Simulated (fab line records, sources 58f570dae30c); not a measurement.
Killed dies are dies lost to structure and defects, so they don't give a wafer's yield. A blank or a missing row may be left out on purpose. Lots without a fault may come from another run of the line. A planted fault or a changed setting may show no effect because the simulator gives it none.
Split-lot experiment | flow berkeley_cmos170 | 5 lots, 23 wafers read, on a route of 331 steps

THE SPLIT
At UCB170_NLDD_IMPLANT_08, the setting energy_kev was moved away from the recipe's 30 on 8 of the 23 wafers read, by -3.9% to +3.0%. The other wafers ran this setting at the recipe's value.

The reading is taken at the split's own step.

THE READING
implant.drp_nm (the simulator's own value, which no gauge read), in nm, at UCB170_NLDD_IMPLANT_08. The file gives no usual value for it.

wafer  | tool, chamber at the split | energy_kev as run | against the recipe | implant.drp_nm, nm | against lot-mates on the recipe
L075.1 | implanter-04, 0            | 30                | recipe             | 9.611              | -
L075.2 | implanter-04, 0            | 30                | recipe             | 9.611              | -
L075.5 | implanter-04, 0            | 30                | recipe             | 9.611              | -
L075.3 | implanter-04, 0            | 30.91             | +3.0%              | 9.823              | +0.212
L075.6 | implanter-04, 0            | 30.91             | +3.0%              | 9.823              | +0.212
L079.1 | implanter-04, 0            | 30                | recipe             | 9.611              | -
L079.2 | implanter-04, 0            | 30                | recipe             | 9.611              | -
L079.3 | implanter-04, 0            | 30                | recipe             | 9.611              | -
L079.5 | implanter-04, 0            | 30                | recipe             | 9.611              | -
L079.6 | implanter-04, 0            | 30                | recipe             | 9.611              | -
L080.1 | implanter-01, 0            | 29.4              | -2.0%              | 9.47               | -0.141
L080.5 | implanter-01, 0            | 29.4              | -2.0%              | 9.47               | -0.141
L080.6 | implanter-01, 0            | 29.4              | -2.0%              | 9.47               | -0.141
L080.3 | implanter-01, 0            | 30                | recipe             | 9.611              | -
L080.4 | implanter-01, 0            | 30                | recipe             | 9.611              | -
L082.2 | implanter-01, 0            | 30                | recipe             | 9.611              | -
L082.3 | implanter-01, 0            | 30                | recipe             | 9.611              | -
L082.6 | implanter-01, 0            | 30                | recipe             | 9.611              | -
L085.1 | implanter-04, 0            | 30                | recipe             | 9.611              | -
L085.2 | implanter-04, 0            | 30                | recipe             | 9.611              | -
L085.3 | implanter-04, 0            | 28.83             | -3.9%              | 9.337              | -0.274
L085.4 | implanter-04, 0            | 28.83             | -3.9%              | 9.337              | -0.274
L085.5 | implanter-04, 0            | 28.83             | -3.9%              | 9.337              | -0.274

THE FIT
A straight line over all 23 wafers: implant.drp_nm changes by +0.0702 nm for each +1% of energy_kev; r = +1.00; the points scatter about the line by 0.00032 nm.
The same after taking each lot's own level away (the mean of its wafers on the recipe; 23 wafers): +0.0702 nm for each +1%; r = +1.00; scatter 0.00032 nm.
On that fit, the largest move of energy_kev shifts the reading by 0.27 nm.
The lots' own levels span 9.6110 to 9.6110 nm.
So the lot-to-lot level changes the slope little: the two slopes agree.
Check: with one of the wafers moved furthest among these (-3.9%) left out of the fit, the line predicts -0.274 nm for it against its lot-mates. It came out at -0.274 nm against them.

OTHER SPLITS ON THESE WAFERS
These wafers also went through other splits before the reading. Each is held against what the fit with the lots' levels taken away leaves over:
other split on the same wafers | wafers away from the commonest value | r with implant.drp_nm (lot level and that fit taken away)
UCB170_PLDD_PEB_04 peb_temp_c  | 10                                   | -0.13

THE WHOLE CHAIN: every reading that the file lists as answering this split, in the file's order
step                   | what it does | reading                                                         | change (the file's fit)                | r (the file's)
UCB170_NLDD_IMPLANT_08 |              | implant.rp_nm (the simulator's own value, which no gauge read)  | +0.161 nm for each +1% of the setting  | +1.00
UCB170_NLDD_IMPLANT_08 |              | implant.drp_nm (the simulator's own value, which no gauge read) | +0.0702 nm for each +1% of the setting | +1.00

THE FILE'S OWN FIT
implant.drp_nm changes by +0.0702 nm for each +1% of energy_kev, r = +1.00.
